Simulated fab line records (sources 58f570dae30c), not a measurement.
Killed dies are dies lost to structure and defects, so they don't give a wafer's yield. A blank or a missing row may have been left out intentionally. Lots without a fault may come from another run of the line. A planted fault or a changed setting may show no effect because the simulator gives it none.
fab line records + flow berkeley_cmos170
record
- lots=14
- wafers=42
- last_day=11
route steps=331 shown NWELL@27 CONTACT@224 M1@249
lots with no fault: from the same line, run without faults
start_h: the number of hours between the record's first day and the start of the first shown wafer of the lot + wait_h: hours from the lot's prior step to this one + " same as the row above + L1.1+2: one row covering several wafers at once + - no value present, or no start provided + * or withheld: withheld + < > ~ a bound
route shown NAME@n: a module of which the file shows steps, and the number in the route of the first + usual: mean and standard deviation over wafers with no fault + same: alike in all rows + chamber/n: place in a boat + sites: readings site by site + _std_site: their standard deviation + _edge_site: the outer-site mean with the inner-site mean subtracted + radius_mm: how far each site lies from the wafer's centre + mask NAME#n: copy n + behind: the tool/chamber that last shaped the wafer + hold: what put the lot on hold/how long, in hours/how the hold closed + device: transistor that didn't switch, given as n, p or np + end of line: at the end of the route, the tests of the same wafers + for a step that has no rows: nothing shown but its recipe + killed: at the first sort, the dies lost to defects and structure; wafer yield is something else + map: a wafer's dies, marking killed ones x, the rest . and places with no die _
set.NAME: the setting as run; set.NAME@STEP: as run at that earlier step + model.NAME: the simulator's own value behind a step, which no gauge read
steps of the route over a sample of lots; a table a step, a row a wafer
services: from which hour (start_h, from the record's first day; less than 0 if before it) a tool's chamber was out of use, for how many hours, and why
## steps
# step UCB170_NWELL_ETCH_13
# recipe
- chemistry=CH3F/Ar/O2
- target=Si3N4
- stop_on=SiO2
- CH3F_flow_sccm=20
- Ar_flow_sccm=50
- O2_flow_sccm=7
- pressure_mtorr=50
- rf_w=450
- target_depth_a=2464
- over_etch_frac=0.1
- time_s=154
# usual
- drypump_motor_current_A=5.9/0.45
- oes_product_au=0.934/0.013
- throttle_valve_pct=8.05/0.06
| lot.wafer | tool        | chamber | start_h | wait_h | drypump_motor_current_A | oes_product_au | rf_hours_counter_h | throttle_valve_pct |
|-----------|-------------|---------|---------|--------|-------------------------|----------------|--------------------|--------------------|
| L898.1    | rie_diel-03 | 0       | 33.11   | 0.0    | 5.7                     | 0.938          | 149                | 8.05               |
| L898.3    | "           | 3       | "       | "      | 5.7                     | 0.919          | 138                | 8.01               |
| L898.5    | "           | 2       | "       | "      | 6.5                     | 0.951          | -                  | 8.07               |
| L899.2    | rie_diel-01 | 0       | 39.04   | 0.0    | 4.7                     | 0.945          | 174                | 8.17               |
| L899.3    | "           | 1       | "       | "      | 6.1                     | 0.921          | 91                 | 8.08               |
| L899.5    | "           | 0       | "       | "      | 4.7                     | 0.936          | -                  | 8.16               |
| L900.3    | rie_diel-02 | 2       | 39.76   | 0.0    | 6.4                     | 0.935          | 89                 | 8.05               |
| L900.4    | "           | 0       | "       | "      | 5.9                     | 0.944          | 145                | 7.99               |
| L900.6    | "           | 0       | "       | "      | 5.9                     | 0.940          | -                  | 7.99               |
| L901.2    | rie_diel-02 | 2       | 45.42   | 0.0    | 6.4                     | 0.930          | 89                 | 8.06               |
| L901.4    | "           | 0       | "       | "      | 5.9                     | 0.922          | 145                | 7.98               |
| L901.5    | "           | 2       | "       | "      | 6.4                     | 0.931          | -                  | 8.04               |
| L902.3    | rie_diel-02 | 2       | 55.38   | 0.0    | 6.4                     | 0.939          | 90                 | 8.06               |
| L902.4    | "           | 1       | "       | "      | 5.6                     | 0.948          | 100                | 8.14               |
| L902.6    | "           | 0       | "       | "      | 5.9                     | 0.937          | -                  | 7.98               |
| L903.1    | rie_diel-03 | 2       | 58.94   | 0.0    | 6.5                     | 0.948          | 49                 | 8.05               |
| L903.2    | "           | 0       | "       | "      | 5.6                     | 0.953          | 151                | 8.07               |
| L903.3    | "           | 3       | "       | "      | 5.7                     | 0.930          | 140                | 8.01               |
| L904.1    | rie_diel-03 | 0       | 64.94   | 0.0    | 5.6                     | 0.940          | 151                | 8.05               |
| L904.3    | "           | 3       | "       | "      | 5.7                     | 0.925          | 141                | 8.01               |
| L904.5    | "           | 2       | "       | "      | 6.6                     | 0.961          | -                  | 8.05               |
| L905.1    | rie_diel-01 | 3       | 75.37   | 0.0    | 5.5                     | 0.919          | 13                 | 7.93               |
| L905.4    | "           | 2       | "       | "      | 5.5                     | 0.941          | -                  | 8.10               |
| L905.6    | "           | 1       | "       | "      | 6.1                     | 0.910          | -                  | 8.09               |
| L912.1    | rie_diel-03 | 1       | 97.61   | 0.0    | 6.3                     | 0.876          | 3                  | 8.00               |
| L912.4    | "           | 3       | "       | "      | 5.7                     | 0.890          | 143                | 8.00               |
| L912.5    | "           | 0       | "       | "      | 5.6                     | 0.908          | -                  | 8.07               |
| L913.2    | rie_diel-03 | 1       | 110.55  | 0.0    | 6.3                     | 0.888          | 3                  | 8.02               |
| L913.4    | "           | 0       | "       | "      | 5.6                     | 0.899          | -                  | 8.06               |
| L913.5    | "           | 1       | "       | "      | 6.3                     | 0.887          | -                  | 8.02               |
| L915.2    | rie_diel-02 | 1       | 117.53  | 0.0    | 5.6                     | 0.947          | 103                | 8.14               |
| L915.5    | "           | 2       | "       | "      | 6.4                     | 0.928          | -                  | 8.05               |
| L915.6    | "           | 1       | "       | "      | 5.6                     | 0.944          | -                  | 8.14               |
| L916.3    | rie_diel-02 | 0       | 120.97  | 0.0    | 5.9                     | 0.942          | 148                | 7.97               |
| L916.5    | "           | 1       | "       | "      | 5.6                     | 0.948          | -                  | 8.15               |
| L916.6    | "           | 0       | "       | "      | 5.9                     | 0.935          | -                  | 7.98               |
| L917.1    | rie_diel-01 | 0       | 121.70  | 0.0    | 4.7                     | 0.934          | 2                  | 8.19               |
| L917.4    | "           | 2       | "       | "      | 5.4                     | 0.934          | 17                 | 8.10               |
| L917.6    | "           | 2       | "       | "      | 5.4                     | 0.932          | -                  | 8.10               |
| L920.1    | rie_diel-02 | 3       | 141.93  | 0.0    | 5.5                     | 0.938          | 145                | 8.08               |
| L920.4    | "           | 0       | "       | "      | 5.9                     | 0.944          | 148                | 7.98               |
| L920.5    | "           | 3       | "       | "      | 5.5                     | 0.933          | -                  | 8.06               |
# step UCB170_NWELL_STRIP_15
# recipe
- chemistry=O2
- power_w=400
- pressure_mtorr=3500
- platen_temp_c=withheld
- o2_flow_sccm=400
- overash_fraction=0.5
# usual
- drypump_motor_current_A=6.0/0.36
- oes_product_au=0.721/0.0043
- strip_time_to_endpoint_s=18.04/0.085
| lot.wafer | tool            | chamber | start_h | wait_h | drypump_motor_current_A | oes_product_au | rf_hours_counter_h | strip_time_to_endpoint_s |
|-----------|-----------------|---------|---------|--------|-------------------------|----------------|--------------------|--------------------------|
| L898.1    | plasma_asher-03 | 1       | 33.53   | 0.1    | 6.3                     | 0.725          | 30                 | 17.99                    |
| L898.3    | "               | 1       | "       | "      | 6.3                     | 0.725          | -                  | 17.93                    |
| L898.5    | "               | 1       | "       | "      | 6.3                     | 0.724          | -                  | 18.06                    |
| L899.2    | plasma_asher-03 | 0       | 39.29   | 0.1    | 6.1                     | 0.722          | 31                 | 17.96                    |
| L899.3    | "               | 0       | "       | "      | 6.1                     | 0.723          | -                  | 18.04                    |
| L899.5    | "               | 1       | "       | "      | 6.3                     | 0.727          | -                  | 17.97                    |
| L900.3    | plasma_asher-02 | 1       | 40.05   | 0.1    | 6.2                     | 0.726          | -                  | 17.96                    |
| L900.4    | "               | 0       | "       | "      | 5.5                     | 0.722          | -                  | 17.95                    |
| L900.6    | "               | 0       | "       | "      | 5.5                     | 0.718          | -                  | 17.96                    |
| L901.2    | plasma_asher-03 | 1       | 45.67   | 0.1    | 6.2                     | 0.719          | 31                 | 18.09                    |
| L901.4    | "               | 1       | "       | "      | 6.3                     | 0.724          | -                  | 18.04                    |
| L901.5    | "               | 0       | "       | "      | 6.1                     | 0.719          | -                  | 18.10                    |
| L902.3    | plasma_asher-03 | 0       | 55.67   | 0.1    | 6.1                     | 0.722          | -                  | 18.05                    |
| L902.4    | "               | 1       | "       | "      | 6.3                     | 0.719          | -                  | 18.07                    |
| L902.6    | "               | 1       | "       | "      | 6.3                     | 0.704          | -                  | 18.03                    |
| L903.1    | plasma_asher-02 | 0       | 59.20   | 0.1    | 5.5                     | 0.713          | 22                 | 18.11                    |
| L903.2    | "               | 1       | "       | "      | 6.2                     | 0.720          | 22                 | 18.05                    |
| L903.3    | "               | 1       | "       | "      | 6.2                     | 0.730          | -                  | 17.88                    |
| L904.1    | plasma_asher-02 | 0       | 65.19   | 0.1    | 5.5                     | 0.722          | 23                 | 18.04                    |
| L904.3    | "               | 0       | "       | "      | 5.5                     | 0.720          | -                  | 18.01                    |
| L904.5    | "               | 0       | "       | "      | 5.5                     | 0.712          | -                  | 18.28                    |
| L905.1    | plasma_asher-02 | 0       | 75.63   | 0.1    | 5.5                     | 0.730          | 24                 | 18.26                    |
| L905.4    | "               | 0       | "       | "      | 5.5                     | 0.718          | -                  | 18.12                    |
| L905.6    | "               | 1       | "       | "      | 6.2                     | 0.718          | -                  | 18.18                    |
| L912.1    | plasma_asher-03 | 1       | 97.87   | 0.1    | 6.2                     | 0.726          | 38                 | 17.79                    |
| L912.4    | "               | 0       | "       | "      | 6.1                     | 0.719          | -                  | 17.58                    |
| L912.5    | "               | 0       | "       | "      | 6.1                     | 0.717          | -                  | 17.73                    |
| L913.2    | plasma_asher-02 | 1       | 110.80  | 0.1    | 6.2                     | 0.719          | 28                 | 17.81                    |
| L913.4    | "               | 0       | "       | "      | 5.5                     | 0.712          | -                  | 17.78                    |
| L913.5    | "               | 1       | "       | "      | 6.2                     | 0.718          | -                  | 17.77                    |
| L915.2    | plasma_asher-02 | 0       | 117.78  | 0.1    | 5.5                     | 0.719          | 29                 | 17.97                    |
| L915.5    | "               | 1       | "       | "      | 6.2                     | 0.718          | -                  | 17.97                    |
| L915.6    | "               | 0       | "       | "      | 5.5                     | 0.718          | -                  | 17.94                    |
| L916.3    | plasma_asher-02 | 1       | 121.26  | 0.1    | 6.2                     | 0.722          | -                  | 18.05                    |
| L916.5    | "               | 0       | "       | "      | 5.5                     | 0.714          | -                  | 18.14                    |
| L916.6    | "               | 1       | "       | "      | 6.2                     | 0.720          | -                  | 18.10                    |
| L917.1    | plasma_asher-03 | 0       | 121.95  | 0.1    | 6.1                     | 0.727          | 0                  | 18.16                    |
| L917.4    | "               | 0       | "       | "      | 6.1                     | 0.725          | -                  | 17.92                    |
| L917.6    | "               | 0       | "       | "      | 6.1                     | 0.717          | -                  | 17.96                    |
| L920.1    | plasma_asher-03 | 1       | 142.19  | 0.1    | 6.3                     | 0.721          | 3                  | 18.09                    |
| L920.4    | "               | 0       | "       | "      | 6.1                     | 0.723          | -                  | 18.02                    |
| L920.5    | "               | 0       | "       | "      | 6.1                     | 0.718          | -                  | 18.05                    |
# step UCB170_CONTACT_RTA_08
# recipe
- temp_c=900
- time_s=10
- ambient=N2
# usual
- lamp_power_pct=25/3.8
- wafer_temp_C_max=905.4/1.5
| lot.wafer | tool          | chamber | start_h | wait_h | lamp_power_pct | wafer_temp_C_max |
|-----------|---------------|---------|---------|--------|----------------|------------------|
| L901.2    | rtp_anneal-01 | 0       | 150.52  | 0.0    | 21             | 907.7            |
| L901.4    | "             | 0       | "       | "      | 21             | 907.4            |
| L901.5    | "             | 0       | "       | "      | 21             | 905.6            |
| L898.1    | rtp_anneal-02 | 0       | 150.94  | 0.0    | 29             | 904.5            |
| L898.3    | "             | 0       | "       | "      | 29             | 905.0            |
| L898.5    | "             | 0       | "       | "      | 29             | 904.0            |
| L899.2    | rtp_anneal-02 | 0       | 152.31  | 0.0    | 29             | 904.6            |
| L899.3    | "             | 0       | "       | "      | 29             | 903.5            |
| L899.5    | "             | 0       | "       | "      | 29             | 904.6            |
| L900.3    | rtp_anneal-01 | 0       | 152.33  | 0.0    | 21             | 906.1            |
| L900.4    | "             | 0       | "       | "      | 21             | 904.0            |
| L900.6    | "             | 0       | "       | "      | 21             | 906.1            |
| L902.3    | rtp_anneal-01 | 0       | 177.04  | 0.0    | 21             | 906.9            |
| L902.4    | "             | 0       | "       | "      | 21             | 907.2            |
| L902.6    | "             | 0       | "       | "      | 21             | 906.2            |
| L903.1    | rtp_anneal-01 | 0       | 180.38  | 0.0    | 21             | 906.7            |
| L903.2    | "             | 0       | "       | "      | 21             | 906.6            |
| L903.3    | "             | 0       | "       | "      | 21             | 907.2            |
| L904.1    | rtp_anneal-02 | 0       | 180.38  | 0.0    | 29             | 904.4            |
| L904.3    | "             | 0       | "       | "      | 29             | 903.6            |
| L904.5    | "             | 0       | "       | "      | 29             | 904.8            |
| L905.1    | rtp_anneal-02 | 0       | 189.09  | 0.0    | 29             | 904.8            |
| L905.4    | "             | 0       | "       | "      | 29             | 904.5            |
| L905.6    | "             | 0       | "       | "      | 29             | 905.0            |
| L912.1    | rtp_anneal-02 | 0       | 215.74  | 0.0    | 29             | 904.0            |
| L912.4    | "             | 0       | "       | "      | 29             | 904.0            |
| L912.5    | "             | 0       | "       | "      | 29             | 903.3            |
| L913.2    | rtp_anneal-01 | 0       | 218.04  | 0.0    | 21             | 906.1            |
| L913.4    | "             | 0       | "       | "      | 21             | 906.8            |
| L913.5    | "             | 0       | "       | "      | 21             | 908.1            |
| L917.1    | rtp_anneal-02 | 0       | 229.63  | 0.0    | 29             | 904.6            |
| L917.4    | "             | 0       | "       | "      | 29             | 903.4            |
| L917.6    | "             | 0       | "       | "      | 29             | 904.1            |
| L916.3    | rtp_anneal-01 | 0       | 229.65  | 0.0    | 21             | 905.8            |
| L916.5    | "             | 0       | "       | "      | 21             | 906.8            |
| L916.6    | "             | 0       | "       | "      | 21             | 906.1            |
| L915.2    | rtp_anneal-02 | 0       | 229.88  | 0.0    | 29             | 904.5            |
| L915.5    | "             | 0       | "       | "      | 29             | 904.2            |
| L915.6    | "             | 0       | "       | "      | 29             | 903.9            |
| L920.1    | rtp_anneal-02 | 0       | 254.44  | 0.0    | 29             | 904.9            |
| L920.4    | "             | 0       | "       | "      | 29             | 904.7            |
| L920.5    | "             | 0       | "       | "      | 29             | 904.6            |
# step UCB170_CONTACT_ETCH_18
# recipe
- chemistry=CHF3/CF4/Ar
- target=PSG
- stop_on=TiSi2
- CHF3_flow_sccm=45
- cf4_flow_sccm=15
- Ar_flow_sccm=150
- pressure_mtorr=200
- rf_w=700
- target_depth_a=8400
- over_etch_frac=0.2
- time_s=195
# usual
- drypump_motor_current_A=5.7/0.5
- oes_product_au=0.890/0.014
- throttle_valve_pct=6.91/0.091
| lot.wafer | tool        | chamber | start_h | wait_h | drypump_motor_current_A | oes_product_au | rf_hours_counter_h | throttle_valve_pct |
|-----------|-------------|---------|---------|--------|-------------------------|----------------|--------------------|--------------------|
| L901.2    | rie_diel-01 | 2       | -       | -      | 5.5                     | 0.912          | 18                 | 6.95               |
| L901.4    | "           | 3       | "       | "      | 5.5                     | 0.879          | 17                 | 6.84               |
| L901.5    | "           | 3       | "       | "      | 5.5                     | 0.880          | -                  | 6.84               |
| L898.1    | rie_diel-04 | 1       | -       | -      | 6.1                     | 0.909          | 15                 | 6.78               |
| L898.3    | "           | 2       | "       | "      | 5.5                     | 0.895          | 51                 | 6.79               |
| L898.5    | "           | 0       | "       | "      | 5.9                     | 0.889          | -                  | 7.11               |
| L900.3    | rie_diel-01 | 2       | -       | -      | 5.5                     | 0.891          | 18                 | 6.95               |
| L900.4    | "           | 1       | "       | "      | 6.1                     | 0.869          | 97                 | 6.95               |
| L900.6    | "           | 2       | "       | "      | 5.5                     | 0.891          | -                  | 6.95               |
| L899.2    | rie_diel-01 | 1       | -       | -      | 6.1                     | 0.880          | 97                 | 6.96               |
| L899.3    | "           | 3       | "       | "      | 5.5                     | 0.877          | 17                 | 6.84               |
| L899.5    | "           | 0       | "       | "      | 4.7                     | 0.894          | -                  | 7.03               |
| L902.3    | rie_diel-03 | 1       | -       | -      | 6.3                     | 0.879          | 7                  | 6.89               |
| L902.4    | "           | 3       | "       | "      | 5.7                     | 0.876          | 146                | 6.86               |
| L902.6    | "           | 2       | "       | "      | 6.6                     | 0.895          | -                  | 6.89               |
| L904.1    | rie_diel-03 | 1       | -       | -      | 6.3                     | 0.877          | 7                  | 6.90               |
| L904.3    | "           | 2       | "       | "      | 6.6                     | 0.898          | 56                 | 6.89               |
| L904.5    | "           | 3       | "       | "      | 5.7                     | 0.868          | -                  | 6.86               |
| L903.1    | rie_diel-04 | 2       | -       | -      | 5.5                     | 0.895          | 52                 | 6.82               |
| L903.2    | "           | 1       | "       | "      | 6.0                     | 0.917          | 16                 | 6.77               |
| L903.3    | "           | 0       | "       | "      | 5.8                     | 0.885          | 30                 | 7.13               |
| L905.1    | rie_diel-03 | 2       | -       | -      | 6.6                     | 0.903          | 56                 | 6.91               |
| L905.4    | "           | 3       | "       | "      | 5.7                     | 0.869          | 146                | 6.87               |
| L905.6    | "           | 2       | "       | "      | 6.6                     | 0.898          | -                  | 6.90               |
| L912.1    | rie_diel-01 | 0       | -       | -      | 4.7                     | 0.884          | 7                  | 7.02               |
| L912.4    | "           | 2       | "       | "      | 5.5                     | 0.889          | 21                 | 6.95               |
| L912.5    | "           | 0       | "       | "      | 4.8                     | 0.883          | -                  | 7.02               |
| L913.2    | rie_diel-01 | 1       | -       | -      | 6.1                     | 0.880          | 100                | 6.95               |
| L913.4    | "           | 2       | "       | "      | 5.5                     | 0.896          | 21                 | 6.93               |
| L913.5    | "           | 0       | "       | "      | 4.7                     | 0.885          | -                  | 7.02               |
| L917.1    | rie_diel-03 | 1       | -       | -      | 6.3                     | 0.870          | 9                  | 6.88               |
| L917.4    | "           | 3       | "       | "      | 5.7                     | 0.904          | 0                  | 6.87               |
| L917.6    | "           | 1       | "       | "      | 6.3                     | 0.884          | -                  | 6.88               |
| L916.3    | rie_diel-04 | 1       | -       | -      | 6.0                     | 0.916          | 19                 | 6.78               |
| L916.5    | "           | 3       | "       | "      | 5.2                     | 0.906          | -                  | 6.88               |
| L916.6    | "           | 2       | "       | "      | 5.5                     | 0.900          | -                  | 6.80               |
| L915.2    | rie_diel-03 | 2       | -       | -      | 6.6                     | 0.906          | 58                 | 6.90               |
| L915.5    | "           | 0       | "       | "      | 5.6                     | 0.886          | -                  | 6.95               |
| L915.6    | "           | 3       | "       | "      | 5.7                     | 0.909          | -                  | 6.86               |
| L920.1    | rie_diel-01 | 3       | -       | -      | 5.5                     | 0.866          | 22                 | 6.85               |
| L920.4    | "           | 1       | "       | "      | 6.1                     | 0.871          | 102                | 6.94               |
| L920.5    | "           | 3       | "       | "      | 5.5                     | 0.871          | -                  | 6.83               |
# step UCB170_M1_ETCH_11
# recipe
- chemistry=N2/H2
- target_depth_a=withheld
- overetch_a=withheld
- target=BARC
- time_s=withheld
- source_w=500
- bias_w=100
- pressure_mtorr=30
- n2_flow_sccm=100
- h2_flow_sccm=200
# usual
- drypump_motor_current_A=5.9/0.4
- oes_product_au=0.995/0.02
- throttle_valve_pct=13.27/0.099
| lot.wafer | tool        | chamber | start_h | wait_h | drypump_motor_current_A | oes_product_au | throttle_valve_pct |
|-----------|-------------|---------|---------|--------|-------------------------|----------------|--------------------|
| L901.2    | rie_diel-03 | 3       | 153.49  | 0.0    | 5.7                     | 0.995          | 13.22              |
| L901.4    | "           | 2       | "       | "      | 6.6                     | 0.995          | 13.23              |
| L901.5    | "           | 0       | "       | "      | 5.6                     | 0.995          | 13.34              |
| L898.1    | rie_diel-02 | 3       | 153.94  | 0.0    | 5.5                     | 0.998          | 13.43              |
| L898.3    | "           | 0       | "       | "      | 5.9                     | 1.012          | 13.29              |
| L898.5    | "           | 2       | "       | "      | 6.4                     | 0.983          | 13.34              |
| L900.3    | rie_diel-04 | 0       | 155.33  | 0.0    | 5.9                     | 0.999          | 13.50              |
| L900.4    | "           | 2       | "       | "      | 5.5                     | 0.966          | 13.19              |
| L900.6    | "           | 1       | "       | "      | 6.0                     | 1.020          | 13.07              |
| L899.2    | rie_diel-03 | 2       | 155.69  | 0.0    | 6.5                     | 0.990          | 13.23              |
| L899.3    | "           | 0       | "       | "      | 5.6                     | 0.985          | 13.33              |
| L899.5    | "           | 1       | "       | "      | 6.3                     | 0.970          | 13.24              |
| L902.3    | rie_diel-02 | 2       | 182.24  | 0.0    | 6.4                     | 0.989          | 13.35              |
| L902.4    | "           | 3       | "       | "      | 5.5                     | 0.996          | 13.42              |
| L902.6    | "           | 2       | "       | "      | 6.4                     | 0.992          | 13.36              |
| L904.1    | rie_diel-02 | 1       | 185.24  | 0.0    | 5.6                     | 1.016          | 13.27              |
| L904.3    | "           | 2       | "       | "      | 6.4                     | 0.983          | 13.34              |
| L904.5    | "           | 0       | "       | "      | 5.9                     | 0.976          | 13.33              |
| L903.1    | rie_diel-04 | 1       | 185.68  | 0.0    | 6.0                     | 1.018          | 13.09              |
| L903.2    | "           | 3       | "       | "      | 5.2                     | 1.033          | 13.14              |
| L903.3    | "           | 2       | "       | "      | 5.5                     | 0.979          | 13.17              |
| L905.1    | rie_diel-03 | 1       | 192.29  | 0.0    | 6.3                     | 0.952          | 13.22              |
| L905.4    | "           | 0       | "       | "      | 5.6                     | 0.972          | 13.29              |
| L905.6    | "           | 2       | "       | "      | 6.6                     | 0.983          | 13.23              |
| L912.1    | rie_diel-03 | 0       | 220.61  | 0.0    | 5.6                     | 0.981          | 13.30              |
| L912.4    | "           | 1       | "       | "      | 6.3                     | 0.969          | 13.22              |
| L912.5    | "           | 0       | "       | "      | 5.7                     | 0.987          | 13.29              |
| L913.2    | rie_diel-04 | 1       | 222.36  | 0.0    | 6.0                     | 1.018          | 13.08              |
| L913.4    | "           | 3       | "       | "      | 5.2                     | 1.051          | 13.13              |
| L913.5    | "           | 3       | "       | "      | 5.2                     | 1.032          | 13.13              |
| L917.1    | rie_diel-03 | 3       | 234.32  | 0.0    | 5.7                     | 1.016          | 13.19              |
| L917.4    | "           | 2       | "       | "      | 6.5                     | 1.009          | 13.23              |
| L917.6    | "           | 3       | "       | "      | 5.7                     | 1.023          | 13.18              |
| L916.3    | rie_diel-02 | 1       | 234.76  | 0.0    | 5.6                     | 1.015          | 13.29              |
| L916.5    | "           | 2       | "       | "      | 6.4                     | 0.973          | 13.36              |
| L916.6    | "           | 1       | "       | "      | 5.6                     | 1.015          | 13.29              |
| L915.2    | rie_diel-04 | 1       | 235.50  | 0.0    | 6.1                     | 1.013          | 13.08              |
| L915.5    | "           | 0       | "       | "      | 5.9                     | 1.003          | 13.50              |
| L915.6    | "           | 1       | "       | "      | 6.0                     | 1.012          | 13.10              |
| L920.1    | rie_diel-04 | 3       | 257.30  | 0.0    | 5.2                     | 1.043          | 13.14              |
| L920.4    | "           | 1       | "       | "      | 6.0                     | 1.016          | 13.08              |
| L920.5    | "           | 0       | "       | "      | 5.8                     | 1.001          | 13.49              |
## services
| tool            | chamber | start_h | hours | kind           |
|-----------------|---------|---------|-------|----------------|
| rie_diel-02     | 1       | 15.46   | 10.8  | repair         |
| plasma_asher-03 | -       | 18.00   | 0.7   | repair         |
| plasma_asher-02 | -       | 30.14   | 3.9   | repair         |
| rie_diel-03     | 1       | 34.12   | -     | clean          |
| rie_diel-03     | 1       | 34.12   | 18.7  | scheduled_down |
| rie_diel-01     | -       | 48.61   | 4.3   | pm             |
| rie_diel-03     | -       | 68.72   | 0.4   | repair         |
| plasma_asher-02 | -       | 100.36  | 1.8   | repair         |
| rie_diel-03     | 0       | 100.96  | 4.4   | repair         |
| rie_diel-04     | 1       | 104.51  | 4.3   | repair         |
| rie_diel-03     | 3       | 108.19  | 11.6  | repair         |
| plasma_asher-03 | -       | 108.75  | 9.0   | pm             |
| rie_diel-03     | 3       | 121.45  | 6.9   | repair         |
| rie_diel-04     | 2       | 132.92  | 4.6   | repair         |
| rie_diel-04     | -       | 152.62  | 2.6   | repair         |
| rie_diel-04     | 0       | 167.53  | 2.1   | repair         |
| rie_diel-02     | 0       | 189.40  | 20.2  | repair         |
| rie_diel-02     | -       | 205.33  | 0.2   | repair         |
| rie_diel-03     | -       | 209.34  | 0.6   | repair         |
| rie_diel-02     | 3       | 212.51  | 3.2   | repair         |
| plasma_asher-03 | -       | 219.57  | 4.3   | repair         |
| rie_diel-01     | 2       | 231.50  | 6.3   | repair         |
| rie_diel-03     | 3       | 238.73  | 10.3  | repair         |
| rie_diel-03     | 1       | 248.50  | 5.1   | repair         |
## key
first_sign
- step=UCB170_NWELL_ETCH_13
- reading=oes_product_au
- direction=down
- sigmas=3.3
- usual=0.934
- struck=0.891
effect
- step=UCB170_NWELL_STRIP_15
- reading=strip_time_to_endpoint_s
- direction=down
- sigmas=3.5
- usual=*
- struck=*
met_at UCB170_NWELL_ETCH_13
struck_lots L912,L913
tester_left_out L912,L913
not_acting_at UCB170_CONTACT_RTA_08,UCB170_CONTACT_ETCH_18,UCB170_M1_ETCH_11
onset_between 64.94 97.61
fault
- kind=process_parameter_drift
- tool=rie_diel-03
- chamber=-
- onset_h=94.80
- steps=UCB170_NWELL_ETCH_13
- channel=target_depth_a
- offset=*
- shape=step
- end_h=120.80
- acts_in=*
- stated=*
# tester_left_out: of these lots the tester's yield and bins aren't shown, on N5 and GAA mostly nor the transistor test; their killed dies are dies lost to structure and defects alone, not to doping, threshold or leakage, so they don't give the yield
